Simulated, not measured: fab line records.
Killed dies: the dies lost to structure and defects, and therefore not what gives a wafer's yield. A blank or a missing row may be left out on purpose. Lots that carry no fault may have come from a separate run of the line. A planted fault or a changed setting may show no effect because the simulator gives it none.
fab line records ; flow berkeley-cmos170 ; part 1 of 2: steps 1 to 25 of 36
record: lots: 5; wafers: 15; last-day: 11
route steps=331 shown CONTACT@233 M1@238 V1@254
lots that met no fault: taken from a fault-free run of the same line
start-h: hours from the record's opening day to when the first of the lot's shown wafers began ; wait-h: hours since the lot's step before ; " the same as in the row above ; L1.1+2: a single row standing in for several wafers ; - value missing, or start not given ; * or withheld: withheld ; < > ~ a bound
route shown NAME@n: names a module that has steps shown in the file, with the first one's number in the route ; usual: mean/standard deviation of fault-free wafers ; same: alike in all rows ; chamber/n: place in a boat ; sites: the reading at each site ; _std_site: the values' standard deviation ; _edge_site: outer sites' mean less inner sites' ; radius-mm: for every site, how far away it sits from the centre of the wafer ; mask NAME#n: copy n ; behind: the most recent tool/chamber to have shaped the wafer ; hold: what put the lot on hold/how long, in hours/how the hold closed ; device: transistor that didn't switch, given as n, p or np ; end of line: the tests these same wafers got at the end of their route ; where a step has no rows: the recipe by itself ; killed: count of dies lost to structure and defects at first sort (not the wafer's yield) ; map: per-die view of a wafer (x killed, . not killed, _ where there is no die)
set.NAME: the setting the step ran with; set.NAME@STEP: the setting that earlier step ran with ; model.NAME: the simulator's own value behind a step, which no gauge read
certain route steps with their lots: each step a table, each wafer a row
services: when a tool's chamber went out of use (start-h, in hours from the record's first day, below 0 if earlier), for how many hours, and the reason
== steps ==
step: UCB170_CONTACT_ETCH_17
recipe: chemistry: N2/H2; target-depth-a: withheld; overetch-a: withheld; target: BARC; time-s: withheld; source-w: 500; bias-w: 100; pressure-mtorr: 30; n2-flow-sccm: 100; h2-flow-sccm: 200
usual: drypump-motor-current-A: 5.95/0.27; oes-product-au: 0.993/0.023; throttle-valve-pct: 13.34/0.15
lot.wafer;tool;chamber;start-h;wait-h;drypump-motor-current-A;oes-product-au;throttle-valve-pct
L082.1;rie-diel-01;2;190.88;0.0;5.92;0.997;13.41
L082.4;rie-diel-01;2;190.88;0.0;5.94;1.005;13.42
L082.6;rie-diel-01;2;190.88;0.0;5.94;0.995;13.40
L088.1;rie-diel-03;2;215.83;0.0;6.19;1.021;13.28
L088.3;rie-diel-03;0;215.83;0.0;5.74;0.994;13.06
L088.4;rie-diel-03;2;215.83;0.0;6.18;1.016;13.28
L095.1;rie-diel-03;2;243.88;0.0;6.18;1.021;13.27
L095.2;rie-diel-03;0;243.88;0.0;5.73;1.000;13.06
L095.3;rie-diel-03;1;243.88;0.0;5.94;0.970;13.47
L093.2;rie-diel-04;3;244.11;0.0;6.20;0.984;13.30
L093.3;rie-diel-04;0;244.11;0.0;6.16;1.030;13.19
L093.4;rie-diel-04;2;244.11;0.0;5.51;1.000;13.11
L097.1;rie-diel-01;1;258.17;0.0;6.49;1.003;13.38
L097.3;rie-diel-01;2;258.17;0.0;5.92;0.978;13.41
L097.4;rie-diel-01;0;258.17;0.0;5.86;0.958;13.38
step: UCB170_CONTACT_ETCH_18
recipe: chemistry: CHF3/CF4/Ar; target: PSG; stop-on: TiSi2; CHF3_flow_sccm: 45; cf4-flow-sccm: 15; Ar_flow_sccm: 150; pressure-mtorr: 200; rf-w: 700; target-depth-a: 8400; over-etch-frac: 0.2; time-s: 195
usual: drypump-motor-current-A: 5.94/0.27; oes-product-au: 0.896/0.0097; throttle-valve-pct: 6.94/0.11
lot.wafer;tool;chamber;start-h;wait-h;drypump-motor-current-A;oes-product-au;rf-hours-counter-h;throttle-valve-pct
L082.1;rie-diel-01;2;-;-;5.92;0.901;8;7.14
L082.4;rie-diel-01;2;-;-;5.91;0.893;-;7.13
L082.6;rie-diel-01;2;-;-;5.91;0.891;-;7.13
L088.1;rie-diel-03;2;-;-;6.17;0.896;42;6.94
L088.3;rie-diel-03;0;-;-;5.74;0.898;98;6.72
L088.4;rie-diel-03;2;-;-;6.17;0.899;-;6.93
L095.1;rie-diel-03;2;-;-;6.18;0.896;43;6.93
L095.2;rie-diel-03;0;-;-;5.74;0.885;100;6.72
L095.3;rie-diel-03;1;-;-;5.95;0.887;7;6.94
L093.2;rie-diel-04;3;-;-;6.14;0.886;82;6.89
L093.3;rie-diel-04;0;-;-;6.15;0.900;125;6.80
L093.4;rie-diel-04;2;-;-;5.52;0.885;6;6.83
L097.1;rie-diel-01;1;-;-;6.50;0.891;13;7.06
L097.3;rie-diel-01;2;-;-;5.88;0.885;12;7.11
L097.4;rie-diel-01;0;-;-;5.85;0.899;16;6.96
step: UCB170_CONTACT_STRIP_19
recipe: chemistry: O2; power-w: 400; pressure-mtorr: 3500; platen-temp-c: withheld; o2-flow-sccm: 400; overash-fraction: 0.5
usual: drypump-motor-current-A: 5.6/0.37; o2-flow-sccm: 400.2/1.1; oes-product-au: 0.725/0.0044
same: overash-fraction: 0.5
lot.wafer;tool;chamber;start-h;wait-h;drypump-motor-current-A;o2-flow-sccm;oes-product-au;rf-hours-counter-h
L082.1;plasma-asher-01;1;191.13;-;5.7;398.1;0.727;53
L082.4;plasma-asher-01;0;191.13;-;5.4;400.3;0.721;-
L082.6;plasma-asher-01;1;191.13;-;5.6;398.6;0.728;-
L088.1;plasma-asher-01;0;216.00;-;5.4;401.4;0.722;57
L088.3;plasma-asher-01;1;216.00;-;5.7;398.4;0.722;-
L088.4;plasma-asher-01;0;216.00;-;5.4;400.1;0.728;-
L095.1;plasma-asher-04;1;244.05;-;5.5;401.4;0.726;44
L095.2;plasma-asher-04;0;244.05;-;5.1;402.0;0.717;44
L095.3;plasma-asher-04;1;244.05;-;5.5;400.1;0.725;-
L093.2;plasma-asher-03;0;244.28;-;6.1;402.8;0.725;14
L093.3;plasma-asher-03;1;244.28;-;6.0;399.2;0.727;-
L093.4;plasma-asher-03;0;244.28;-;6.1;400.5;0.730;-
L097.1;plasma-asher-04;0;258.33;-;5.0;400.2;0.724;46
L097.3;plasma-asher-04;0;258.33;-;5.0;398.9;0.730;-
L097.4;plasma-asher-04;1;258.33;-;5.5;398.5;0.729;-
step: UCB170_CONTACT_CD_MEAS_90
recipe: target-cd-nm: 700
usual: cd-nm: 699.5/1.6
lot.wafer;tool;chamber;start-h;wait-h;cd-nm
L082.1;cd-sem-02;-;191.23;0.1;698.9
L082.4;cd-sem-02;-;191.23;0.1;699.2
L082.6;cd-sem-02;-;191.23;0.1;701.3
L088.1;cd-sem-02;-;216.13;0.1;702.2
L088.3;cd-sem-02;-;216.13;0.1;700.7
L088.4;cd-sem-02;-;216.13;0.1;701.2
L095.1;cd-sem-02;-;244.15;0.1;697.3
L095.2;cd-sem-02;-;244.15;0.1;697.0
L095.3;cd-sem-02;-;244.15;0.1;697.8
L093.2;cd-sem-02;-;244.45;0.1;701.4
L093.3;cd-sem-02;-;244.45;0.1;702.5
L093.4;cd-sem-02;-;244.45;0.1;699.4
L097.1;cd-sem-01;-;258.43;0.1;697.6
L097.3;cd-sem-01;-;258.43;0.1;698.7
L097.4;cd-sem-01;-;258.43;0.1;697.5
step: UCB170_CONTACT_CLEAN_20
recipe: chemistry: SPM; temp-c: 120; time-s: 600
lot.wafer;tool;chamber;start-h;wait-h
L082.1+4+6;wet-bench-02;0;191.83;0.6
L088.1+3+4;wet-bench-02;0;216.25;0.1
L095.1+2+3;wet-bench-04;1;244.27;0.1
L093.2+3+4;wet-bench-04;1;244.55;0.1
L097.1+3+4;wet-bench-02;1;258.55;0.1
step: UCB170_M1_SPUTTER_00
recipe: material: Al; target-thk-nm: 600; time-s: 80; power-w: 6000; chamber-pressure-pa: 0.5
usual: throttle-valve-pct: 29.6/1.4
lot.wafer;tool;chamber;start-h;wait-h;throttle-valve-pct
L082.1;pvd-sputter-01;-;192.02;0.0;31.0
L082.4;pvd-sputter-01;-;192.02;0.0;31.5
L082.6;pvd-sputter-01;-;192.02;0.0;31.6
L088.1;pvd-sputter-02;-;216.43;0.0;27.4
L088.3;pvd-sputter-02;-;216.43;0.0;31.1
L088.4;pvd-sputter-02;-;216.43;0.0;30.0
L095.1;pvd-sputter-01;-;244.46;0.0;30.8
L095.2;pvd-sputter-01;-;244.46;0.0;31.3
L095.3;pvd-sputter-01;-;244.46;0.0;30.0
L093.2;pvd-sputter-03;-;244.74;0.0;30.3
L093.3;pvd-sputter-03;-;244.74;0.0;28.3
L093.4;pvd-sputter-03;-;244.74;0.0;28.9
L097.1;pvd-sputter-01;-;258.75;0.0;30.0
L097.3;pvd-sputter-01;-;258.75;0.0;30.8
L097.4;pvd-sputter-01;-;258.75;0.0;31.8
step: UCB170_M1_RS_MEAS_01
recipe: thk-meas-gauge: four-point-probe; reads: Al_of_M1_SPUTTER_00
usual: M1_AL_RS: 0.0491/0.00057
lot.wafer;tool;chamber;start-h;wait-h;M1_AL_RS[ohm/sq]
L082.1;film-metro-02;-;192.08;0.0;0.0491
L082.4;film-metro-02;-;192.08;0.0;0.0494
L082.6;film-metro-02;-;192.08;0.0;0.0492
L088.1;film-metro-02;-;216.49;0.0;0.0490
L088.3;film-metro-02;-;216.49;0.0;0.0481
L088.4;film-metro-02;-;216.49;0.0;0.0484
L095.1;film-metro-01;-;244.52;0.0;0.0495
L095.2;film-metro-01;-;244.52;0.0;0.0494
L095.3;film-metro-01;-;244.52;0.0;0.0495
L093.2;film-metro-01;-;244.82;0.1;0.0479
L093.3;film-metro-01;-;244.82;0.1;0.0481
L093.4;film-metro-01;-;244.82;0.1;0.0478
L097.1;film-metro-01;-;258.81;0.0;0.0496
L097.3;film-metro-01;-;258.81;0.0;0.0495
L097.4;film-metro-01;-;258.81;0.0;0.0491
step: UCB170_M1_THK_MEAS_02
recipe: thk-meas-gauge: xrf; reads: Al_of_M1_SPUTTER_00
usual: M1_AL_THK: 600/7.6
lot.wafer;tool;chamber;start-h;wait-h;M1_AL_THK[nm]
L082.1;film-metro-02;-;192.20;0.1;599
L082.4;film-metro-02;-;192.20;0.1;595
L082.6;film-metro-02;-;192.20;0.1;597
L088.1;film-metro-02;-;216.61;0.1;598
L088.3;film-metro-02;-;216.61;0.1;613
L088.4;film-metro-02;-;216.61;0.1;609
L095.1;film-metro-01;-;244.64;0.1;595
L095.2;film-metro-01;-;244.64;0.1;597
L095.3;film-metro-01;-;244.64;0.1;595
L093.2;film-metro-01;-;244.93;0.1;615
L093.3;film-metro-01;-;244.93;0.1;611
L093.4;film-metro-01;-;244.93;0.1;617
L097.1;film-metro-01;-;258.93;0.1;593
L097.3;film-metro-01;-;258.93;0.1;590
L097.4;film-metro-01;-;258.93;0.1;600
step: UCB170_M1_COAT_03
recipe: resist: BARC; temp-c: withheld; time-s: withheld; spin-rpm: 3000; resist-thk-nm: withheld
usual: spin-speed-rpm: 2999.5/2.2
lot.wafer;tool;chamber;start-h;wait-h;spin-speed-rpm
L082.1;litho-track-01;0;192.64;0.4;3001.4
L082.4;litho-track-01;0;192.64;0.4;2998.0
L082.6;litho-track-01;0;192.64;0.4;2999.4
L088.1;litho-track-03;0;216.67;0.1;2997.1
L088.3;litho-track-03;0;216.67;0.1;2998.6
L088.4;litho-track-03;0;216.67;0.1;2998.7
L095.1;litho-track-01;0;244.70;0.1;3000.5
L095.2;litho-track-01;0;244.70;0.1;3000.7
L095.3;litho-track-01;0;244.70;0.1;2998.3
L093.2;litho-track-03;0;245.00;0.1;2998.8
L093.3;litho-track-03;0;245.00;0.1;2999.0
L093.4;litho-track-03;0;245.00;0.1;2996.8
L097.1;litho-track-04;0;259.45;0.5;2998.0
L097.3;litho-track-04;0;259.45;0.5;3000.3
L097.4;litho-track-04;0;259.45;0.5;2994.4
step: UCB170_M1_COAT_04
recipe: resist: KrF; spin-rpm: 1500; resist-thk-nm: 900
usual: spin-speed-rpm: 1500.1/1.3
lot.wafer;tool;chamber;start-h;wait-h;spin-speed-rpm
L082.1;litho-track-01;0;-;-;1501.0
L082.4;litho-track-01;0;-;-;1500.3
L082.6;litho-track-01;0;-;-;1498.7
L088.1;litho-track-03;0;-;-;1500.6
L088.3;litho-track-03;0;-;-;1498.3
L088.4;litho-track-03;0;-;-;1498.5
L095.1;litho-track-01;0;-;-;1500.8
L095.2;litho-track-01;0;-;-;1500.4
L095.3;litho-track-01;0;-;-;1499.7
L093.2;litho-track-03;0;-;-;1499.9
L093.3;litho-track-03;0;-;-;1499.8
L093.4;litho-track-03;0;-;-;1499.5
L097.1;litho-track-04;0;-;-;1501.3
L097.3;litho-track-04;0;-;-;1501.8
L097.4;litho-track-04;0;-;-;1500.9
step: UCB170_M1_SOFTBAKE_05
recipe: resist: KrF; temp-c: 130; time-s: 60
lot.wafer;tool;chamber;start-h;wait-h
L082.1+4+6;litho-track-01;0;-;-
L088.1+3+4;litho-track-03;0;-;-
L095.1+2+3;litho-track-01;0;-;-
L093.2+3+4;litho-track-03;0;-;-
L097.1+3+4;litho-track-04;0;-;-
step: UCB170_M1_EXPOSE_06
recipe: mask-id: METAL1; target-cd-nm: 700; na: 0.5; sigma-outer: 0.6; source-shape: conventional; dose-mj: 21
usual: exposure-dose-mJ-cm2: 20.985/0.018
lot.wafer;tool;chamber;start-h;wait-h;mask;exposure-dose-mJ-cm2
L082.1;krf-scanner-02;0;193.14;-;METAL1#0;21.007
L082.4;krf-scanner-02;0;193.14;-;METAL1#0;21.012
L082.6;krf-scanner-02;0;193.14;-;METAL1#0;20.980
L088.1;krf-scanner-01;0;217.22;-;METAL1#0;20.964
L088.3;krf-scanner-01;0;217.22;-;METAL1#0;20.992
L088.4;krf-scanner-01;0;217.22;-;METAL1#0;20.999
L095.1;krf-scanner-01;0;245.27;-;METAL1#0;20.981
L095.2;krf-scanner-01;0;245.27;-;METAL1#0;20.954
L095.3;krf-scanner-01;0;245.27;-;METAL1#0;20.971
L093.2;krf-scanner-01;0;245.45;-;METAL1#0;20.960
L093.3;krf-scanner-01;0;245.45;-;METAL1#0;20.969
L093.4;krf-scanner-01;0;245.45;-;METAL1#0;20.968
L097.1;krf-scanner-01;0;259.90;-;METAL1#0;20.963
L097.3;krf-scanner-01;0;259.90;-;METAL1#0;21.004
L097.4;krf-scanner-01;0;259.90;-;METAL1#0;20.983
step: UCB170_M1_PEB_07
recipe: peb-temp-c: 130; peb-time-s: withheld; resist: KrF
lot.wafer;tool;chamber;start-h;wait-h
L082.1+4+6;litho-track-01;0;193.64;0.5
L088.1+3+4;litho-track-03;0;217.34;0.1
L095.1+2+3;litho-track-03;0;245.43;0.1
L093.2+3+4;litho-track-01;0;245.65;0.2
L097.1+3+4;litho-track-04;0;260.35;0.4
step: UCB170_M1_DEVELOP_08
recipe: developer: TMAH; develop-time-s: 45; resist: KrF; dev-temp-c: 21
usual: developer-temp-C: 21.00/0.1
lot.wafer;tool;chamber;start-h;wait-h;developer-temp-C
L082.1;litho-track-01;0;-;-;20.95
L082.4;litho-track-01;0;-;-;20.97
L082.6;litho-track-01;0;-;-;20.98
L088.1;litho-track-03;0;-;-;21.27
L088.3;litho-track-03;0;-;-;21.18
L088.4;litho-track-03;0;-;-;21.20
L095.1;litho-track-03;0;-;-;21.03
L095.2;litho-track-03;0;-;-;21.09
L095.3;litho-track-03;0;-;-;20.93
L093.2;litho-track-01;0;-;-;20.96
L093.3;litho-track-01;0;-;-;21.16
L093.4;litho-track-01;0;-;-;20.98
L097.1;litho-track-04;0;-;-;20.99
L097.3;litho-track-04;0;-;-;21.09
L097.4;litho-track-04;0;-;-;20.95
step: UCB170_M1_CD_MEAS_09
recipe: target-cd-nm: 700
usual: cd-nm: 700.4/1.4
lot.wafer;tool;chamber;start-h;wait-h;cd-nm
L082.1;cd-sem-02;-;193.92;-;700.8
L082.4;cd-sem-02;-;193.92;-;699.9
L082.6;cd-sem-02;-;193.92;-;701.0
L088.1;cd-sem-01;-;217.61;-;699.9
L088.3;cd-sem-01;-;217.61;-;700.8
L088.4;cd-sem-01;-;217.61;-;700.5
L095.1;cd-sem-02;-;245.70;-;700.4
L095.2;cd-sem-02;-;245.70;-;701.6
L095.3;cd-sem-02;-;245.70;-;700.9
L093.2;cd-sem-01;-;245.92;-;700.3
L093.3;cd-sem-01;-;245.92;-;700.3
L093.4;cd-sem-01;-;245.92;-;699.7
L097.1;cd-sem-01;-;260.63;-;700.0
L097.3;cd-sem-01;-;260.63;-;699.2
L097.4;cd-sem-01;-;260.63;-;700.7
step: UCB170_M1_OVL_MEAS_10
usual: M1_OVL: 2/5.5
lot.wafer;tool;chamber;start-h;wait-h;M1_OVL[nm]
L082.1;overlay-02;-;194.04;0.1;10
L082.4;overlay-02;-;194.04;0.1;12
L082.6;overlay-02;-;194.04;0.1;10
L088.1;overlay-02;-;217.73;0.1;6
L088.3;overlay-02;-;217.73;0.1;7
L088.4;overlay-02;-;217.73;0.1;-1
L095.1;overlay-01;-;245.82;0.1;2
L095.2;overlay-01;-;245.82;0.1;-1
L095.3;overlay-01;-;245.82;0.1;2
L093.2;overlay-01;-;246.03;0.1;3
L093.3;overlay-01;-;246.03;0.1;0
L093.4;overlay-01;-;246.03;0.1;9
L097.1;overlay-01;-;260.75;0.1;2
L097.3;overlay-01;-;260.75;0.1;1
L097.4;overlay-01;-;260.75;0.1;0
step: UCB170_M1_ETCH_11
recipe: chemistry: N2/H2; target-depth-a: withheld; overetch-a: withheld; target: BARC; time-s: withheld; source-w: 500; bias-w: 100; pressure-mtorr: 30; n2-flow-sccm: 100; h2-flow-sccm: 200
usual: drypump-motor-current-A: 5.7/0.43; oes-product-au: 0.994/0.018; throttle-valve-pct: 13.31/0.1
lot.wafer;tool;chamber;start-h;wait-h;drypump-motor-current-A;oes-product-au;throttle-valve-pct
L082.1;rie-diel-04;1;194.07;0.0;5.6;1.010;13.41
L082.4;rie-diel-04;3;194.07;0.0;6.2;0.982;13.30
L082.6;rie-diel-04;1;194.07;0.0;5.6;1.009;13.42
L088.1;rie-diel-04;1;217.77;0.0;5.6;1.011;13.43
L088.3;rie-diel-04;0;217.77;0.0;6.1;1.038;13.19
L088.4;rie-diel-04;0;217.77;0.0;6.2;1.035;13.19
L095.1;rie-diel-04;2;245.86;0.0;5.5;0.987;13.10
L095.2;rie-diel-04;1;245.86;0.0;5.7;1.016;13.44
L095.3;rie-diel-04;3;245.86;0.0;6.1;0.983;13.29
L093.2;rie-diel-01;2;246.06;0.0;5.9;0.986;13.41
L093.3;rie-diel-01;1;246.06;0.0;6.5;1.002;13.37
L093.4;rie-diel-01;0;246.06;0.0;5.8;0.962;13.37
L097.1;rie-diel-02;0;260.79;0.0;5.6;0.981;13.27
L097.3;rie-diel-02;3;260.79;0.0;5.4;0.985;13.28
L097.4;rie-diel-02;1;260.79;0.0;5.5;0.991;13.30
step: UCB170_M1_METAL_ETCH_12
recipe: chemistry: Cl2/BCl3; target: Al; stop-on: PSG; pressure-mtorr: 12; target-depth-a: 7800; over-etch-frac: 0.3; time-s: 130; icp-w: 600; bias-w: 120; Cl2_flow_sccm: 90; bcl3-flow-sccm: 45
usual: drypump-motor-current-A: 6.1/0.61; oes-product-au: 0.855/0.012; throttle-valve-pct: 24.4/0.37
lot.wafer;tool;chamber;start-h;wait-h;drypump-motor-current-A;oes-product-au;rf-hours-counter-h;throttle-valve-pct
L082.1;rie-metal-03;0;194.12;-;6.4;0.860;3;24.5
L082.4;rie-metal-03;0;194.12;-;6.4;0.864;-;24.5
L082.6;rie-metal-03;0;194.12;-;6.4;0.857;-;24.5
L088.1;rie-metal-03;0;217.81;-;6.4;0.857;4;24.5
L088.3;rie-metal-03;0;217.81;-;6.4;0.865;-;24.5
L088.4;rie-metal-03;1;217.81;-;6.3;0.875;-;24.8
L095.1;rie-metal-04;1;245.90;-;6.8;0.849;11;23.8
L095.2;rie-metal-04;0;245.90;-;5.0;0.839;12;24.4
L095.3;rie-metal-04;1;245.90;-;6.8;0.863;-;23.8
L093.2;rie-metal-01;0;246.10;-;6.1;0.867;8;24.2
L093.3;rie-metal-01;1;246.10;-;5.8;0.858;-;24.9
L093.4;rie-metal-01;0;246.10;-;6.1;0.863;-;24.2
L097.1;rie-metal-04;0;260.83;-;5.0;0.833;13;24.4
L097.3;rie-metal-04;0;260.83;-;5.0;0.826;-;24.4
L097.4;rie-metal-04;1;260.83;-;6.8;0.857;-;23.8
step: UCB170_M1_STRIP_13
recipe: chemistry: O2; power-w: 400; pressure-mtorr: 3500; platen-temp-c: withheld; o2-flow-sccm: 400; overash-fraction: 0.5
usual: drypump-motor-current-A: 5.7/0.36; o2-flow-sccm: 400.1/1.2; oes-product-au: 0.720/0.0046
same: overash-fraction: 0.5
lot.wafer;tool;chamber;start-h;wait-h;drypump-motor-current-A;o2-flow-sccm;oes-product-au;rf-hours-counter-h
L082.1;plasma-asher-02;0;194.25;0.1;5.0;399.8;0.722;45
L082.4;plasma-asher-02;0;194.25;0.1;5.0;399.4;0.719;-
L082.6;plasma-asher-02;0;194.25;0.1;5.0;401.1;0.730;-
L088.1;plasma-asher-01;1;217.94;0.1;5.6;401.0;0.728;57
L088.3;plasma-asher-01;1;217.94;0.1;5.6;399.6;0.719;-
L088.4;plasma-asher-01;0;217.94;0.1;5.4;398.5;0.718;-
L095.1;plasma-asher-03;1;246.04;0.1;6.0;399.0;0.725;14
L095.2;plasma-asher-03;0;246.04;0.1;6.1;401.0;0.720;14
L095.3;plasma-asher-03;1;246.04;0.1;6.0;400.2;0.721;-
L093.2;plasma-asher-01;1;246.24;0.1;5.6;398.7;0.714;60
L093.3;plasma-asher-01;1;246.24;0.1;5.6;400.4;0.718;-
L093.4;plasma-asher-01;0;246.24;0.1;5.4;401.5;0.718;-
L097.1;plasma-asher-02;0;260.96;0.1;5.0;403.8;0.719;53
L097.3;plasma-asher-02;1;260.96;0.1;5.8;399.9;0.716;-
L097.4;plasma-asher-02;0;260.96;0.1;5.0;401.5;0.718;-
step: UCB170_M1_CD_MEAS_90
recipe: target-cd-nm: 700
usual: cd-nm: 701/3.1
lot.wafer;tool;chamber;start-h;wait-h;cd-nm
L082.1;cd-sem-01;-;194.35;0.1;702
L082.4;cd-sem-01;-;194.35;0.1;705
L082.6;cd-sem-01;-;194.35;0.1;703
L088.1;cd-sem-02;-;218.04;0.1;698
L088.3;cd-sem-02;-;218.04;0.1;698
L088.4;cd-sem-02;-;218.04;0.1;697
L095.1;cd-sem-02;-;246.14;0.1;700
L095.2;cd-sem-02;-;246.14;0.1;702
L095.3;cd-sem-02;-;246.14;0.1;698
L093.2;cd-sem-01;-;246.36;0.1;710
L093.3;cd-sem-01;-;246.36;0.1;700
L093.4;cd-sem-01;-;246.36;0.1;708
L097.1;cd-sem-02;-;261.06;0.1;704
L097.3;cd-sem-02;-;261.06;0.1;702
L097.4;cd-sem-02;-;261.06;0.1;700
step: UCB170_M1_ANNEAL_14
recipe: temp-c: 400; time-s: 1200; ambient: forming-gas
lot.wafer;tool;chamber;start-h;wait-h
L082.1+4+6;-;-;197.60;3.2
L088.1+3+4;-;-;221.48;3.4
L093.2+3+4;-;-;246.81;0.4
L095.1+2+3;-;-;246.81;0.7
L097.1+3+4;-;-;261.54;0.5
step: UCB170_V1_CVD_00
recipe: material: SiO2; target-thk-nm: 2000; temp-c: 390; precursor: TEOS/O2; time-s: 250; rf-w: 550; pressure-mtorr: 9000
usual: heater-power-w: 248/51
lot.wafer;tool;chamber;start-h;wait-h;heater-power-w
L082.1;pecvd-01;0;198.93;0.0;279
L082.4;pecvd-01;0;198.93;0.0;331
L082.6;pecvd-01;1;198.93;0.0;193
L088.1;pecvd-01;2;222.81;0.0;225
L088.3;pecvd-01;1;222.81;0.0;252
L088.4;pecvd-01;1;222.81;0.0;199
L095.1;pecvd-04;0;248.14;0.0;267
L095.2;pecvd-04;1;248.14;0.0;228
L095.3;pecvd-04;2;248.14;0.0;281
L093.2;pecvd-01;1;248.30;0.2;255
L093.3;pecvd-01;0;248.30;0.2;310
L093.4;pecvd-01;1;248.30;0.2;195
L097.1;pecvd-01;1;262.87;0.0;222
L097.3;pecvd-01;0;262.87;0.0;298
L097.4;pecvd-01;2;262.87;0.0;196
step: UCB170_V1_THK_MEAS_01
recipe: reads: SiO2_of_V1_CVD_00
usual: V1_TEOS_THK: 2013/32
lot.wafer;tool;chamber;start-h;wait-h;V1_TEOS_THK[nm]
L082.1;film-metro-03;-;199.09;0.1;2028
L082.4;film-metro-03;-;199.09;0.1;2066
L082.6;film-metro-03;-;199.09;0.1;2060
L088.1;film-metro-03;-;222.97;0.1;1962
L088.3;film-metro-03;-;222.97;0.1;2012
L088.4;film-metro-03;-;222.97;0.1;2044
L095.1;film-metro-02;-;248.30;0.1;2006
L095.2;film-metro-02;-;248.30;0.1;2045
L095.3;film-metro-02;-;248.30;0.1;1985
L093.2;film-metro-03;-;248.47;0.1;1989
L093.3;film-metro-03;-;248.47;0.1;2013
L093.4;film-metro-03;-;248.47;0.1;2047
L097.1;film-metro-01;-;263.09;0.1;1944
L097.3;film-metro-01;-;263.09;0.1;1944
L097.4;film-metro-01;-;263.09;0.1;1963
step: UCB170_V1_CMP_02
recipe: material: SiO2; down-force-psi: 6; platen-rpm: 60; pad-velocity-m-s: 0.75398
usual: motor-current-A: 15.0/1.4
lot.wafer;tool;chamber;start-h;wait-h;motor-current-A
L082.4;cmp-02;0;199.15;0.0;13.7
L082.1;cmp-02;3;199.15;0.0;15.5
L082.6;cmp-02;0;199.15;0.0;13.6
L088.1;cmp-01;2;223.03;0.1;14.2
L088.4;cmp-01;3;223.03;0.1;17.3
L088.3;cmp-01;0;223.03;0.1;14.5
L095.1;cmp-02;3;248.36;0.1;15.9
L095.3;cmp-02;0;248.36;0.1;14.3
L095.2;cmp-02;1;248.36;0.1;16.5
L093.2;cmp-01;0;248.71;0.2;14.3
L093.3;cmp-01;1;248.71;0.2;15.1
L093.4;cmp-01;2;248.71;0.2;13.9
L097.3;cmp-02;0;263.15;0.0;14.4
L097.4;cmp-02;2;263.15;0.0;14.1
L097.1;cmp-02;3;263.15;0.0;15.7
step: UCB170_V1_BOW_MEAS_03
recipe: mode: bow
usual: V1_BOW: 18/7.4
lot.wafer;tool;chamber;start-h;wait-h;V1_BOW[um]
L082.1;film-metro-03;-;199.45;0.1;7
L082.4;film-metro-03;-;199.45;0.1;13
L082.6;film-metro-03;-;199.45;0.1;29
L088.1;film-metro-03;-;223.33;0.2;17
L088.3;film-metro-03;-;223.33;0.2;30
L088.4;film-metro-03;-;223.33;0.2;17
L095.1;film-metro-03;-;248.66;0.2;10
L095.2;film-metro-03;-;248.66;0.2;14
L095.3;film-metro-03;-;248.66;0.2;31
L093.2;film-metro-02;-;248.98;0.2;12
L093.3;film-metro-02;-;248.98;0.2;13
L093.4;film-metro-02;-;248.98;0.2;17
L097.1;film-metro-02;-;263.45;0.1;23
L097.3;film-metro-02;-;263.45;0.1;18
L097.4;film-metro-02;-;263.45;0.1;15
